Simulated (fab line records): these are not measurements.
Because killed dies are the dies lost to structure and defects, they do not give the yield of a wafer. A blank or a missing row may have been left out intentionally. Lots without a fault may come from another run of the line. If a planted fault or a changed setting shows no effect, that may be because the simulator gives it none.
Split-lot experiment | flow berkeley-cmos170 | 23 wafers read across 5 lots, on a route 331 steps long

THE SPLIT ITSELF
At UCB170_M3_METAL_ETCH_18 (etches Al in Cl2/BCl3, stops on SiO2, target depth 1170 nm, time 195 s), the setting time-s was moved away from the recipe's 195 s on 8 of the 23 wafers read, by -10.4% to +12.8%. For the rest of the wafers, this setting stayed at what the recipe calls for.

There is no step in the file separating the split from the reading.

THE READING
oes-product-au, in a.u., at UCB170_M3_STRIP_19 (strips in O2). A value of 0.542 a.u. with a standard deviation of 0.0094 a.u. is what fault-free wafers of this fab line usually give.

wafer  | tool, chamber at the split | time-s as run, s | against the recipe | oes-product-au, a.u. | against lot-mates on the recipe
L076.1 | rie-metal-03, 0            | 207.4            | +6.4%              | 0.508                | -0.047
L076.2 | rie-metal-03, 1            | 207.4            | +6.4%              | 0.499                | -0.056
L076.3 | rie-metal-03, 0            | 195              | recipe             | 0.559                | -
L076.5 | rie-metal-03, 0            | 195              | recipe             | 0.556                | -
L076.6 | rie-metal-03, 1            | 195              | recipe             | 0.550                | -
L075.1 | rie-metal-04, 0            | 195              | recipe             | 0.498                | -
L075.2 | rie-metal-04, 0            | 195              | recipe             | 0.493                | -
L075.4 | rie-metal-04, 0            | 195              | recipe             | 0.531                | -
L075.5 | rie-metal-04, 0            | 195              | recipe             | 0.497                | -
L075.6 | rie-metal-04, 0            | 195              | recipe             | 0.526                | -
L077.1 | rie-metal-03, 0            | 174.8            | -10.4%             | 0.625                | +0.057
L077.3 | rie-metal-03, 0            | 195              | recipe             | 0.585                | -
L077.4 | rie-metal-03, 1            | 174.8            | -10.4%             | 0.632                | +0.064
L077.5 | rie-metal-03, 0            | 174.8            | -10.4%             | 0.626                | +0.058
L077.6 | rie-metal-03, 1            | 195              | recipe             | 0.551                | -
L079.1 | rie-metal-02, 1            | 195              | recipe             | 0.523                | -
L079.3 | rie-metal-02, 1            | 219.9            | +12.8%             | 0.435                | -0.103
L079.4 | rie-metal-02, 1            | 219.9            | +12.8%             | 0.459                | -0.079
L079.5 | rie-metal-02, 1            | 219.9            | +12.8%             | 0.453                | -0.085
L079.6 | rie-metal-02, 1            | 195              | recipe             | 0.552                | -
L078.1 | rie-metal-04, 0            | 195              | recipe             | 0.545                | -
L078.2 | rie-metal-04, 0            | 195              | recipe             | 0.533                | -
L078.6 | rie-metal-04, 0            | 195              | recipe             | 0.547                | -

FIT RESULTS
A straight line over all 23 wafers: oes-product-au changes by -0.0075 a.u. for each +1% of time-s; r = -0.91; the points scatter about the line by 0.022 a.u.
The same after taking each lot's own level away (the mean of its wafers on the recipe; 23 wafers): -0.00656 a.u. for each +1%; r = -0.96; scatter 0.012 a.u.
According to that fit, moving time-s by its largest amount changes the reading by 0.084 a.u.
From 0.5090 to 0.5680 a.u.: that is the span of the lots' own levels, equal to 6.3 times the standard deviation above.
Thus the slope moves with the lot-to-lot level: the two fits are different.
Check: with one of the wafers moved furthest among these (+12.8%) left out of the fit, the line predicts -0.0821 a.u. for it against its lot-mates. Against them it came out at -0.103 a.u.

ADDITIONAL SPLITS CARRIED BY THESE WAFERS
Note: prior to the reading, these wafers also went through further splits. Each is held against what the fit with the lots' levels taken away leaves over:
other split on the same wafers      | wafers away from the commonest value | r with oes-product-au (lot level and that fit taken away)
UCB170_BACKSIDE_STRIP_03 power-w    | 10                                   | -0.08
UCB170_SILICIDE_SPUTTER_01 time-s   | 5                                    | +0.01
UCB170_M1_COAT_04 resist-thk-nm     | 6                                    | +0.37
UCB170_M1_METAL_ETCH_12 bias-w      | 7                                    | +0.05
UCB170_M2_EXPOSE_12 dose-mj         | 5                                    | -0.07
UCB170_M2_DEVELOP_14 develop-time-s | 10                                   | -0.24
UCB170_M3_COAT_10 spin-rpm          | 7                                    | -0.52

THE WHOLE CHAIN: every reading that the file lists as answering this split, in the file's order
step                    | what it does                                                           | reading                                                                   | change (the file's fit)                   | r (the file's)
UCB170_M3_METAL_ETCH_18 | etches Al in Cl2/BCl3, stops on SiO2, target depth 1170 nm, time 195 s | KrF_of_M3_COAT_10.thk-nm (the simulator's own value, which no gauge read) | -6.58 nm for each +1% of the setting      | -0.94
UCB170_M3_METAL_ETCH_18 | etches Al in Cl2/BCl3, stops on SiO2, target depth 1170 nm, time 195 s | SiO2_of_V2_CVD_00.thk-nm (the simulator's own value, which no gauge read) | -0.578 nm for each +1% of the setting     | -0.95
UCB170_M3_STRIP_19      | strips in O2                                                           | oes-product-au                                                            | -0.00667 a.u. for each +1% of the setting | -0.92

THE FILE'S OWN FIT
oes-product-au changes by -0.00667 a.u. for each +1% of time-s, r = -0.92.
